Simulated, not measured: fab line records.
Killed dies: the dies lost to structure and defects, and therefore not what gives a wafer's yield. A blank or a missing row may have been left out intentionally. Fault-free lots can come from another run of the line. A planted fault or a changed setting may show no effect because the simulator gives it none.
fab line records || flow rit_cmos
record: {"lots": 6, "wafers": 18, "last_day": 7}
route steps=202 shown NLDD@110 PLDD@114 M1@202
lots untouched by any fault: they come from a run of this same line in which no faults occurred
start_h: hours from the record's opening day to when the first of the lot's shown wafers began || wait_h: hours from the lot's prior step to this one || " same as the row above || L1.1+2: a single row standing in for several wafers || - no value present, or no start provided || * or withheld: withheld || < > ~ a bound
route shown NAME@n: names a module that has steps shown in the file, with the first one's number in the route || usual: mean/standard deviation taken from wafers without a fault || same: alike in all rows || chamber/n: place in a boat || sites: readings site by site || _std_site: the standard deviation of these || _edge_site: mean of outer sites minus mean of inner sites || radius_mm: how far each site lies from the wafer's centre || mask NAME#n: copy n || behind: tool/chamber where the wafer was last shaped || hold: cause of the lot's hold/its duration in hours/its outcome || device: the n, p or np transistor that did not switch || end of line: at the end of the route, the tests of the same wafers || for a step that has no rows: nothing shown but its recipe || killed: not the wafer's yield, but the dies lost to structure and defects at the first sort || map: a wafer's dies, marking killed ones x, the rest . and places with no die _
set.NAME: setting as actually run; set.NAME@STEP: the setting as run at that earlier step || model.NAME: the simulator's own value behind a step, which no gauge read
lots at some steps of the route; a table a step, a row a wafer
services: from which hour (start_h, from the record's first day; less than 0 if before it) a tool's chamber was out of use, for how many hours, and why
== steps ==
step: RIT_NLDD_HARDBAKE_07
recipe: {"resist": "NOVOLAK", "temp_c": 140, "time_s": 60}
step: RIT_NLDD_IMPLANT_08
recipe: {"species": "P", "energy_kev": 20, "dose_cm2": 5e+14, "tilt_deg": 7}
step: RIT_NLDD_STRIP_09
recipe: {"chemistry": "O2", "time_s": 180, "resist": "NOVOLAK", "platen_temp_c": "withheld", "power_w": 500, "pressure_mtorr": 4000, "o2_flow_sccm": 4000}
usual: {"drypump_motor_current_A": "5.8/0.47"}
{"lot.wafer": "L478.1", "tool": "plasma_asher-03", "chamber": 1, "start_h": 43.23, "wait_h": 0.1, "drypump_motor_current_A": 5.7, "rf_hours_counter_h": 25}
{"lot.wafer": "L478.3", "tool": "plasma_asher-03", "chamber": 1, "start_h": 43.23, "wait_h": 0.1, "drypump_motor_current_A": 5.7, "rf_hours_counter_h": "-"}
{"lot.wafer": "L478.5", "tool": "plasma_asher-03", "chamber": 1, "start_h": 43.23, "wait_h": 0.1, "drypump_motor_current_A": 5.7, "rf_hours_counter_h": "-"}
{"lot.wafer": "L486.3", "tool": "plasma_asher-02", "chamber": 0, "start_h": 83.07, "wait_h": 0.1, "drypump_motor_current_A": 6.5, "rf_hours_counter_h": "-"}
{"lot.wafer": "L486.4", "tool": "plasma_asher-02", "chamber": 1, "start_h": 83.07, "wait_h": 0.1, "drypump_motor_current_A": 5.8, "rf_hours_counter_h": "-"}
{"lot.wafer": "L486.5", "tool": "plasma_asher-02", "chamber": 1, "start_h": 83.07, "wait_h": 0.1, "drypump_motor_current_A": 5.7, "rf_hours_counter_h": "-"}
{"lot.wafer": "L487.1", "tool": "plasma_asher-02", "chamber": 0, "start_h": 89.47, "wait_h": 0.1, "drypump_motor_current_A": 6.5, "rf_hours_counter_h": 45}
{"lot.wafer": "L487.2", "tool": "plasma_asher-02", "chamber": 1, "start_h": 89.47, "wait_h": 0.1, "drypump_motor_current_A": 5.7, "rf_hours_counter_h": 45}
{"lot.wafer": "L487.5", "tool": "plasma_asher-02", "chamber": 1, "start_h": 89.47, "wait_h": 0.1, "drypump_motor_current_A": 5.7, "rf_hours_counter_h": "-"}
{"lot.wafer": "L488.1", "tool": "plasma_asher-04", "chamber": 0, "start_h": 95.88, "wait_h": 0.1, "drypump_motor_current_A": 4.8, "rf_hours_counter_h": 46}
{"lot.wafer": "L488.2", "tool": "plasma_asher-04", "chamber": 1, "start_h": 95.88, "wait_h": 0.1, "drypump_motor_current_A": 5.2, "rf_hours_counter_h": 46}
{"lot.wafer": "L488.6", "tool": "plasma_asher-04", "chamber": 0, "start_h": 95.88, "wait_h": 0.1, "drypump_motor_current_A": 4.8, "rf_hours_counter_h": "-"}
{"lot.wafer": "L493.1", "tool": "plasma_asher-02", "chamber": 1, "start_h": 117.51, "wait_h": 0.1, "drypump_motor_current_A": 5.7, "rf_hours_counter_h": 49}
{"lot.wafer": "L493.5", "tool": "plasma_asher-02", "chamber": 0, "start_h": 117.51, "wait_h": 0.1, "drypump_motor_current_A": 6.5, "rf_hours_counter_h": "-"}
{"lot.wafer": "L493.6", "tool": "plasma_asher-02", "chamber": 1, "start_h": 117.51, "wait_h": 0.1, "drypump_motor_current_A": 5.7, "rf_hours_counter_h": "-"}
{"lot.wafer": "L498.2", "tool": "plasma_asher-04", "chamber": 1, "start_h": 141.02, "wait_h": 0.1, "drypump_motor_current_A": 5.2, "rf_hours_counter_h": 2}
{"lot.wafer": "L498.4", "tool": "plasma_asher-04", "chamber": 0, "start_h": 141.02, "wait_h": 0.1, "drypump_motor_current_A": 4.8, "rf_hours_counter_h": "-"}
{"lot.wafer": "L498.5", "tool": "plasma_asher-04", "chamber": 1, "start_h": 141.02, "wait_h": 0.1, "drypump_motor_current_A": 5.2, "rf_hours_counter_h": "-"}
step: RIT_NLDD_TW_MEAS_10
usual: {"NLDD_TW": "2533/22"}
{"lot.wafer": "L478.1", "tool": "film_metro-04", "chamber": "-", "start_h": 43.41, "wait_h": 0.1, "NLDD_TW": 2506}
{"lot.wafer": "L478.3", "tool": "film_metro-04", "chamber": "-", "start_h": 43.41, "wait_h": 0.1, "NLDD_TW": 2525}
{"lot.wafer": "L478.5", "tool": "film_metro-04", "chamber": "-", "start_h": 43.41, "wait_h": 0.1, "NLDD_TW": 2520}
{"lot.wafer": "L486.3", "tool": "film_metro-02", "chamber": "-", "start_h": 83.21, "wait_h": 0.1, "NLDD_TW": 2512}
{"lot.wafer": "L486.4", "tool": "film_metro-02", "chamber": "-", "start_h": 83.21, "wait_h": 0.1, "NLDD_TW": 2515}
{"lot.wafer": "L486.5", "tool": "film_metro-02", "chamber": "-", "start_h": 83.21, "wait_h": 0.1, "NLDD_TW": 2517}
{"lot.wafer": "L487.1", "tool": "film_metro-03", "chamber": "-", "start_h": 89.65, "wait_h": 0.1, "NLDD_TW": 2554}
{"lot.wafer": "L487.2", "tool": "film_metro-03", "chamber": "-", "start_h": 89.65, "wait_h": 0.1, "NLDD_TW": 2532}
{"lot.wafer": "L487.5", "tool": "film_metro-03", "chamber": "-", "start_h": 89.65, "wait_h": 0.1, "NLDD_TW": 2536}
{"lot.wafer": "L488.1", "tool": "film_metro-03", "chamber": "-", "start_h": 96.06, "wait_h": 0.1, "NLDD_TW": 2548}
{"lot.wafer": "L488.2", "tool": "film_metro-03", "chamber": "-", "start_h": 96.06, "wait_h": 0.1, "NLDD_TW": 2552}
{"lot.wafer": "L488.6", "tool": "film_metro-03", "chamber": "-", "start_h": 96.06, "wait_h": 0.1, "NLDD_TW": 2546}
{"lot.wafer": "L493.1", "tool": "film_metro-04", "chamber": "-", "start_h": 117.68, "wait_h": 0.1, "NLDD_TW": 2528}
{"lot.wafer": "L493.5", "tool": "film_metro-04", "chamber": "-", "start_h": 117.68, "wait_h": 0.1, "NLDD_TW": 2515}
{"lot.wafer": "L493.6", "tool": "film_metro-04", "chamber": "-", "start_h": 117.68, "wait_h": 0.1, "NLDD_TW": 2514}
{"lot.wafer": "L498.2", "tool": "film_metro-02", "chamber": "-", "start_h": 141.20, "wait_h": 0.1, "NLDD_TW": 2510}
{"lot.wafer": "L498.4", "tool": "film_metro-02", "chamber": "-", "start_h": 141.20, "wait_h": 0.1, "NLDD_TW": 2511}
{"lot.wafer": "L498.5", "tool": "film_metro-02", "chamber": "-", "start_h": 141.20, "wait_h": 0.1, "NLDD_TW": 2513}
step: RIT_PLDD_HMDS_00
recipe: {"prime_time_s": 60, "prime_temp_c": 140}
step: RIT_PLDD_COAT_01
recipe: {"resist": "NOVOLAK", "spin_rpm": 3250, "resist_thk_nm": 1000}
step: RIT_PLDD_SOFTBAKE_02
recipe: {"resist": "NOVOLAK", "temp_c": 90, "time_s": 60}
step: RIT_PLDD_EXPOSE_03
recipe: {"mask_id": "M8", "na": 0.57, "target_cd_nm": 40900, "dose_mj": 250}
step: RIT_PLDD_PEB_04
recipe: {"resist": "NOVOLAK", "temp_c": "withheld", "time_s": "withheld"}
step: RIT_PLDD_DEVELOP_05
recipe: {"resist": "NOVOLAK", "develop_time_s": 50, "dev_temp_c": 23}
step: RIT_PLDD_OVL_MEAS_06
usual: {"PLDD_OVL": "1.0/1.4"}
{"lot.wafer": "L478.1", "tool": "overlay-01", "chamber": "-", "start_h": 44.32, "wait_h": "-", "PLDD_OVL[nm]": 1.7}
{"lot.wafer": "L478.3", "tool": "overlay-01", "chamber": "-", "start_h": 44.32, "wait_h": "-", "PLDD_OVL[nm]": 2.2}
{"lot.wafer": "L478.5", "tool": "overlay-01", "chamber": "-", "start_h": 44.32, "wait_h": "-", "PLDD_OVL[nm]": 1.0}
{"lot.wafer": "L486.3", "tool": "overlay-01", "chamber": "-", "start_h": 84.23, "wait_h": "-", "PLDD_OVL[nm]": 3.0}
{"lot.wafer": "L486.4", "tool": "overlay-01", "chamber": "-", "start_h": 84.23, "wait_h": "-", "PLDD_OVL[nm]": 2.8}
{"lot.wafer": "L486.5", "tool": "overlay-01", "chamber": "-", "start_h": 84.23, "wait_h": "-", "PLDD_OVL[nm]": 2.2}
{"lot.wafer": "L487.1", "tool": "overlay-01", "chamber": "-", "start_h": 90.68, "wait_h": "-", "PLDD_OVL[nm]": 0.8}
{"lot.wafer": "L487.2", "tool": "overlay-01", "chamber": "-", "start_h": 90.68, "wait_h": "-", "PLDD_OVL[nm]": 0.5}
{"lot.wafer": "L487.5", "tool": "overlay-01", "chamber": "-", "start_h": 90.68, "wait_h": "-", "PLDD_OVL[nm]": 0.7}
{"lot.wafer": "L488.1", "tool": "overlay-01", "chamber": "-", "start_h": 96.98, "wait_h": "-", "PLDD_OVL[nm]": 0.2}
{"lot.wafer": "L488.2", "tool": "overlay-01", "chamber": "-", "start_h": 96.98, "wait_h": "-", "PLDD_OVL[nm]": 2.6}
{"lot.wafer": "L488.6", "tool": "overlay-01", "chamber": "-", "start_h": 96.98, "wait_h": "-", "PLDD_OVL[nm]": 1.7}
{"lot.wafer": "L493.1", "tool": "overlay-01", "chamber": "-", "start_h": 118.59, "wait_h": "-", "PLDD_OVL[nm]": 4.7}
{"lot.wafer": "L493.5", "tool": "overlay-01", "chamber": "-", "start_h": 118.59, "wait_h": "-", "PLDD_OVL[nm]": 0.8}
{"lot.wafer": "L493.6", "tool": "overlay-01", "chamber": "-", "start_h": 118.59, "wait_h": "-", "PLDD_OVL[nm]": 0.3}
{"lot.wafer": "L498.2", "tool": "overlay-01", "chamber": "-", "start_h": 142.11, "wait_h": "-", "PLDD_OVL[nm]": 1.4}
{"lot.wafer": "L498.4", "tool": "overlay-01", "chamber": "-", "start_h": 142.11, "wait_h": "-", "PLDD_OVL[nm]": 0.9}
{"lot.wafer": "L498.5", "tool": "overlay-01", "chamber": "-", "start_h": 142.11, "wait_h": "-", "PLDD_OVL[nm]": 3.1}
step: RIT_PLDD_HARDBAKE_07
recipe: {"resist": "NOVOLAK", "temp_c": 140, "time_s": 60}
step: RIT_PLDD_IMPLANT_08
recipe: {"species": "BF2", "energy_kev": 20, "dose_cm2": 9e+14, "tilt_deg": 7}
usual: {"beam_energy_keV": "19.999/0.006"}
{"lot.wafer": "L478.1", "tool": "implanter-01", "chamber": 0, "start_h": 44.50, "wait_h": 0.1, "beam_energy_keV": 20.004, "model.implant.drp_nm": 9.752}
{"lot.wafer": "L478.3", "tool": "implanter-01", "chamber": 0, "start_h": 44.50, "wait_h": 0.1, "beam_energy_keV": 20.003, "model.implant.drp_nm": 9.752}
{"lot.wafer": "L478.5", "tool": "implanter-01", "chamber": 0, "start_h": 44.50, "wait_h": 0.1, "beam_energy_keV": 20.008, "model.implant.drp_nm": 9.752}
{"lot.wafer": "L486.3", "tool": "implanter-02", "chamber": 0, "start_h": 84.46, "wait_h": 0.1, "beam_energy_keV": 20.004, "model.implant.drp_nm": 9.752}
{"lot.wafer": "L486.4", "tool": "implanter-02", "chamber": 0, "start_h": 84.46, "wait_h": 0.1, "beam_energy_keV": 19.997, "model.implant.drp_nm": 9.752}
{"lot.wafer": "L486.5", "tool": "implanter-02", "chamber": 0, "start_h": 84.46, "wait_h": 0.1, "beam_energy_keV": 19.996, "model.implant.drp_nm": 9.752}
{"lot.wafer": "L487.1", "tool": "implanter-01", "chamber": 0, "start_h": 90.87, "wait_h": 0.1, "beam_energy_keV": 19.992, "model.implant.drp_nm": 9.752}
{"lot.wafer": "L487.2", "tool": "implanter-01", "chamber": 0, "start_h": 90.87, "wait_h": 0.1, "beam_energy_keV": 20.000, "model.implant.drp_nm": 9.752}
{"lot.wafer": "L487.5", "tool": "implanter-01", "chamber": 0, "start_h": 90.87, "wait_h": 0.1, "beam_energy_keV": 19.999, "model.implant.drp_nm": 9.752}
{"lot.wafer": "L488.1", "tool": "implanter-02", "chamber": 0, "start_h": 97.30, "wait_h": 0.1, "beam_energy_keV": 20.217, "model.implant.drp_nm": 9.826}
{"lot.wafer": "L488.2", "tool": "implanter-02", "chamber": 0, "start_h": 97.30, "wait_h": 0.1, "beam_energy_keV": 20.214, "model.implant.drp_nm": 9.826}
{"lot.wafer": "L488.6", "tool": "implanter-02", "chamber": 0, "start_h": 97.30, "wait_h": 0.1, "beam_energy_keV": 20.219, "model.implant.drp_nm": 9.826}
{"lot.wafer": "L493.1", "tool": "implanter-02", "chamber": 0, "start_h": 118.78, "wait_h": 0.1, "beam_energy_keV": 20.212, "model.implant.drp_nm": 9.826}
{"lot.wafer": "L493.5", "tool": "implanter-02", "chamber": 0, "start_h": 118.78, "wait_h": 0.1, "beam_energy_keV": 20.215, "model.implant.drp_nm": 9.826}
{"lot.wafer": "L493.6", "tool": "implanter-02", "chamber": 0, "start_h": 118.78, "wait_h": 0.1, "beam_energy_keV": 20.211, "model.implant.drp_nm": 9.826}
{"lot.wafer": "L498.2", "tool": "implanter-03", "chamber": 0, "start_h": 142.34, "wait_h": 0.1, "beam_energy_keV": 19.997, "model.implant.drp_nm": 9.752}
{"lot.wafer": "L498.4", "tool": "implanter-03", "chamber": 0, "start_h": 142.34, "wait_h": 0.1, "beam_energy_keV": 20.002, "model.implant.drp_nm": 9.752}
{"lot.wafer": "L498.5", "tool": "implanter-03", "chamber": 0, "start_h": 142.34, "wait_h": 0.1, "beam_energy_keV": 19.989, "model.implant.drp_nm": 9.752}
step: RIT_PLDD_STRIP_09
recipe: {"chemistry": "O2", "time_s": 180, "resist": "NOVOLAK", "platen_temp_c": "withheld", "power_w": 500, "pressure_mtorr": 4000, "o2_flow_sccm": 4000}
usual: {"drypump_motor_current_A": "5.9/0.43"}
{"lot.wafer": "L478.1", "tool": "plasma_asher-02", "chamber": 1, "start_h": 44.65, "wait_h": 0.1, "drypump_motor_current_A": 5.8, "rf_hours_counter_h": 40}
{"lot.wafer": "L478.3", "tool": "plasma_asher-02", "chamber": 0, "start_h": 44.65, "wait_h": 0.1, "drypump_motor_current_A": 6.5, "rf_hours_counter_h": "-"}
{"lot.wafer": "L478.5", "tool": "plasma_asher-02", "chamber": 1, "start_h": 44.65, "wait_h": 0.1, "drypump_motor_current_A": 5.7, "rf_hours_counter_h": "-"}
{"lot.wafer": "L486.3", "tool": "plasma_asher-01", "chamber": 0, "start_h": 84.62, "wait_h": 0.1, "drypump_motor_current_A": 5.1, "rf_hours_counter_h": "-"}
{"lot.wafer": "L486.4", "tool": "plasma_asher-01", "chamber": 1, "start_h": 84.62, "wait_h": 0.1, "drypump_motor_current_A": 6.1, "rf_hours_counter_h": "-"}
{"lot.wafer": "L486.5", "tool": "plasma_asher-01", "chamber": 1, "start_h": 84.62, "wait_h": 0.1, "drypump_motor_current_A": 6.1, "rf_hours_counter_h": "-"}
{"lot.wafer": "L487.1", "tool": "plasma_asher-02", "chamber": 1, "start_h": 91.02, "wait_h": 0.1, "drypump_motor_current_A": 5.7, "rf_hours_counter_h": 46}
{"lot.wafer": "L487.2", "tool": "plasma_asher-02", "chamber": 0, "start_h": 91.02, "wait_h": 0.1, "drypump_motor_current_A": 6.5, "rf_hours_counter_h": 46}
{"lot.wafer": "L487.5", "tool": "plasma_asher-02", "chamber": 1, "start_h": 91.02, "wait_h": 0.1, "drypump_motor_current_A": 5.7, "rf_hours_counter_h": "-"}
{"lot.wafer": "L488.1", "tool": "plasma_asher-01", "chamber": 1, "start_h": 97.45, "wait_h": 0.1, "drypump_motor_current_A": 6.1, "rf_hours_counter_h": 46}
{"lot.wafer": "L488.2", "tool": "plasma_asher-01", "chamber": 0, "start_h": 97.45, "wait_h": 0.1, "drypump_motor_current_A": 5.1, "rf_hours_counter_h": 46}
{"lot.wafer": "L488.6", "tool": "plasma_asher-01", "chamber": 1, "start_h": 97.45, "wait_h": 0.1, "drypump_motor_current_A": 6.1, "rf_hours_counter_h": "-"}
{"lot.wafer": "L493.1", "tool": "plasma_asher-01", "chamber": 1, "start_h": 118.93, "wait_h": 0.1, "drypump_motor_current_A": 6.0, "rf_hours_counter_h": 48}
{"lot.wafer": "L493.5", "tool": "plasma_asher-01", "chamber": 1, "start_h": 118.93, "wait_h": 0.1, "drypump_motor_current_A": 6.1, "rf_hours_counter_h": "-"}
{"lot.wafer": "L493.6", "tool": "plasma_asher-01", "chamber": 0, "start_h": 118.93, "wait_h": 0.1, "drypump_motor_current_A": 5.1, "rf_hours_counter_h": "-"}
{"lot.wafer": "L498.2", "tool": "plasma_asher-02", "chamber": 0, "start_h": 142.47, "wait_h": 0.1, "drypump_motor_current_A": 6.5, "rf_hours_counter_h": 52}
{"lot.wafer": "L498.4", "tool": "plasma_asher-02", "chamber": 0, "start_h": 142.47, "wait_h": 0.1, "drypump_motor_current_A": 6.5, "rf_hours_counter_h": "-"}
{"lot.wafer": "L498.5", "tool": "plasma_asher-02", "chamber": 1, "start_h": 142.47, "wait_h": 0.1, "drypump_motor_current_A": 5.8, "rf_hours_counter_h": "-"}
step: RIT_M1_PROBE_99
usual: {"killed_at_contacts": "0.1/0.24", "killed_at_front_end": "6.8/2.8", "killed_dies": "6.9/2.8", "killed_open": "3.3/1.9", "killed_short": "3.5/1.8"}
same: {"gross_dies": 264, "killed_at_M0_to_M3": 0, "killed_at_M4_up": 0, "killed_at_back_side": 0, "killed_at_other": 0}
{"lot.wafer": "L486.3", "tool": "prober-01", "chamber": "-", "start_h": 98.34, "wait_h": 0.2, "killed_at_contacts": 0, "killed_at_front_end": 10, "killed_dies": 10, "killed_open": 6, "killed_short": 4}
{"lot.wafer": "L486.4", "tool": "prober-01", "chamber": "-", "start_h": 98.39, "wait_h": 0.2, "killed_at_contacts": 0, "killed_at_front_end": 7, "killed_dies": 7, "killed_open": 2, "killed_short": 5}
{"lot.wafer": "L486.5", "tool": "prober-01", "chamber": "-", "start_h": 98.44, "wait_h": 0.2, "killed_at_contacts": 0, "killed_at_front_end": 7, "killed_dies": 7, "killed_open": 2, "killed_short": 5}
{"lot.wafer": "L487.1", "tool": "prober-02", "chamber": "-", "start_h": 105.10, "wait_h": 0.1, "killed_at_contacts": 0, "killed_at_front_end": 9, "killed_dies": 9, "killed_open": 3, "killed_short": 6}
{"lot.wafer": "L487.2", "tool": "prober-02", "chamber": "-", "start_h": 105.15, "wait_h": 0.1, "killed_at_contacts": 0, "killed_at_front_end": 9, "killed_dies": 9, "killed_open": 2, "killed_short": 7}
{"lot.wafer": "L487.5", "tool": "prober-02", "chamber": "-", "start_h": 105.30, "wait_h": 0.2, "killed_at_contacts": 0, "killed_at_front_end": 6, "killed_dies": 6, "killed_open": 4, "killed_short": 2}
{"lot.wafer": "L488.1", "tool": "prober-01", "chamber": "-", "start_h": 112.87, "wait_h": 0.1, "killed_at_contacts": 0, "killed_at_front_end": 13, "killed_dies": 13, "killed_open": 7, "killed_short": 6}
{"lot.wafer": "L488.2", "tool": "prober-01", "chamber": "-", "start_h": 112.92, "wait_h": 0.1, "killed_at_contacts": 0, "killed_at_front_end": 8, "killed_dies": 8, "killed_open": 4, "killed_short": 4}
{"lot.wafer": "L488.6", "tool": "prober-01", "chamber": "-", "start_h": 113.12, "wait_h": 0.2, "killed_at_contacts": 0, "killed_at_front_end": 5, "killed_dies": 5, "killed_open": 3, "killed_short": 2}
{"lot.wafer": "L498.2", "tool": "prober-02", "chamber": "-", "start_h": 156.17, "wait_h": 0.1, "killed_at_contacts": 1, "killed_at_front_end": 9, "killed_dies": 10, "killed_open": 5, "killed_short": 5}
{"lot.wafer": "L498.4", "tool": "prober-02", "chamber": "-", "start_h": 156.27, "wait_h": 0.2, "killed_at_contacts": 0, "killed_at_front_end": 6, "killed_dies": 6, "killed_open": 2, "killed_short": 4}
{"lot.wafer": "L498.5", "tool": "prober-02", "chamber": "-", "start_h": 156.32, "wait_h": 0.2, "killed_at_contacts": 0, "killed_at_front_end": 5, "killed_dies": 5, "killed_open": 2, "killed_short": 3}
killed by level:class
L486.3 SILICIDE:geometric_particle:open=3 FOX1:geometric_particle:short=2 GATE:geometric_particle:short=2 GATE:geometric_particle:open=2 FOX1:geometric_particle:open=1
L486.4 GATE:geometric_particle:short=2 FOX1:geometric_particle:short=1 GATE:geometric_particle:open=1 REOX:geometric_particle:short=1 SPACER:geometric_particle:short=1 SILICIDE:geometric_particle:open=1
L486.5 SILICIDE:geometric_particle:short=3 FOX1:geometric_particle:short=1 GATE:geometric_particle:short=1 GATE:geometric_particle:open=1 SILICIDE:geometric_particle:open=1
L487.1 GATE:geometric_particle:open=3 SPACER:geometric_particle:short=3 GATE:geometric_particle:short=2 REOX:geometric_particle:short=1
L487.2 GATE:geometric_particle:short=3 SPACER:geometric_particle:short=2 SPACER:geometric_particle:open=2 FOX2:geometric_particle:short=1 REOX:geometric_particle:short=1
L487.5 GATE:geometric_particle:open=2 SPACER:geometric_particle:open=2 FOX1:geometric_particle:short=1 GATE:geometric_particle:short=1
L488.1 GATE:geometric_particle:short=3 REOX:geometric_particle:open=3 GATE:geometric_particle:open=2 REOX:geometric_particle:short=2 FOX1:geometric_particle:open=1 FOX2:geometric_particle:short=1 SPACER:geometric_particle:open=1
L488.2 GATE:geometric_particle:short=3 GATE:geometric_particle:open=2 SILICIDE:geometric_particle:open=2 REOX:geometric_particle:short=1
L488.6 FOX1:geometric_particle:short=1 FOX2:geometric_particle:open=1 SPACER:geometric_particle:short=1 GATE:geometric_particle:open=1 SPACER:geometric_particle:open=1
L498.2 GATE:geometric_particle:short=3 SPACER:geometric_particle:open=2 SILICIDE:geometric_particle:open=2 FOX1:geometric_particle:open=1 FOX1:geometric_particle:short=1 CONTACT:geometric_particle:short=1
L498.4 GATE:geometric_particle:open=2 GATE:geometric_particle:short=2 SPACER:geometric_particle:short=2
L498.5 GATE:geometric_particle:short=3 FOX1:geometric_particle:open=1 GATE:geometric_particle:open=1
== services ==
{"tool": "implanter-03", "chamber": "-", "start_h": 19.57, "hours": 8.0, "kind": "pm"}
{"tool": "plasma_asher-01", "chamber": "-", "start_h": 22.10, "hours": 1.8, "kind": "repair"}
{"tool": "implanter-01", "chamber": "-", "start_h": 46.82, "hours": 3.3, "kind": "repair"}
{"tool": "implanter-01", "chamber": "-", "start_h": 63.66, "hours": 3.1, "kind": "pm"}
{"tool": "plasma_asher-03", "chamber": "-", "start_h": 74.96, "hours": 24.9, "kind": "pm"}
{"tool": "plasma_asher-01", "chamber": "-", "start_h": 85.33, "hours": 2.8, "kind": "pm"}
{"tool": "plasma_asher-04", "chamber": "-", "start_h": 108.75, "hours": 9.0, "kind": "pm"}
{"tool": "plasma_asher-04", "chamber": 0, "start_h": 108.75, "hours": 9.0, "kind": "vent_cycle"}
{"tool": "plasma_asher-04", "chamber": 1, "start_h": 108.75, "hours": 9.0, "kind": "vent_cycle"}
{"tool": "implanter-02", "chamber": "-", "start_h": 108.95, "hours": 2.0, "kind": "repair"}
{"tool": "implanter-03", "chamber": "-", "start_h": 112.80, "hours": 3.0, "kind": "repair"}
{"tool": "plasma_asher-04", "chamber": 0, "start_h": 117.75, "hours": "-", "kind": "clean"}
{"tool": "plasma_asher-04", "chamber": 1, "start_h": 117.75, "hours": "-", "kind": "clean"}
{"tool": "implanter-03", "chamber": "-", "start_h": 128.96, "hours": 4.0, "kind": "pm"}
{"tool": "plasma_asher-03", "chamber": "-", "start_h": 142.42, "hours": 14.6, "kind": "pm"}
== key ==
first_sign: {"step": "RIT_PLDD_IMPLANT_08", "reading": "beam_energy_keV", "direction": "up", "sigmas": 36, "usual": 19.999, "struck": 20.215}
effect none on later readings
model_effect: {"step": "RIT_PLDD_IMPLANT_08", "value": "implant.drp_nm", "without": 9.752, "struck": 9.826}
met_at RIT_PLDD_IMPLANT_08
struck_wafers L488.1,L488.2,L488.6,L493.1,L493.5,L493.6
tester_left_out L488,L493
onset_between 84.46 97.30
fault: {"kind": "process_parameter_drift", "tool": "implanter-02", "chamber": "-", "onset_h": 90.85, "steps": "RIT_PLDD_IMPLANT_08", "channel": "energy_kev", "offset": 0.21719, "shape": "step", "end_h": 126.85, "acts_in": "these_recipes_only", "stated": 20}
tester_left_out: of these lots the tester's yield and bins aren't shown, on N5 and GAA mostly nor the transistor test; their killed dies are dies lost to structure and defects alone, not to doping, threshold or leakage, so they don't give the yield
